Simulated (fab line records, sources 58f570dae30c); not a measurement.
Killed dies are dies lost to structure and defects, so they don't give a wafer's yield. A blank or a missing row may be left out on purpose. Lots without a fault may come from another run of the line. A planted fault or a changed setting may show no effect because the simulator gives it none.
Which tool did it? | flow berkeley_cmos170 | 7 lots, 21 wafers sampled, at 1 step of a route of 331

WHAT THE GAUGES READ, wafer by wafer
UCB170_START_THK_MEAS_03.
lot  | measured    | on            | START_OXIDE_THK (nm)
L763 | day 1 22:48 | film_metro-01 | 19.8 19.7 19.9
L766 | day 2 13:14 | film_metro-04 | 19.3 19.3 19.1
L770 | day 3 13:08 | film_metro-01 | 19.9 20.0 19.8
L773 | day 4 02:50 | film_metro-01 | 19.8 20.0 19.9
L774 | day 4 09:55 | film_metro-01 | 19.8 20.4 19.9
L780 | day 5 14:46 | film_metro-01 | 19.9 19.4 19.5
L783 | day 6 07:12 | film_metro-03 | 19.7 20.3 20.1

WHICH TOOL RAN EACH LOT (tool, then ch and the chambers of the sampled wafers, then the start)
The record holds no process step before these readings.

THE ANSWER, worked out from the rows above alone
Rule: what is usual is taken from the lots themselves. Put in order of their means at a reading, lots are off if they are a third of the lots or fewer, leave a main group of 4 or more, and stand apart from it by a gap of 3 or more times the standard deviation of the main group's means; of several such gaps the widest counts. A main group whose means are all the same, to the digits that the tables above print for the reading, isn't used. A lot without any number at a reading at which 4 lots or more have one is off too. The other lots that the step has rows for count as sound.
No lot is off at any reading shown: from this, nothing can be told.

WHAT THE SIMULATOR HAD PUT IN
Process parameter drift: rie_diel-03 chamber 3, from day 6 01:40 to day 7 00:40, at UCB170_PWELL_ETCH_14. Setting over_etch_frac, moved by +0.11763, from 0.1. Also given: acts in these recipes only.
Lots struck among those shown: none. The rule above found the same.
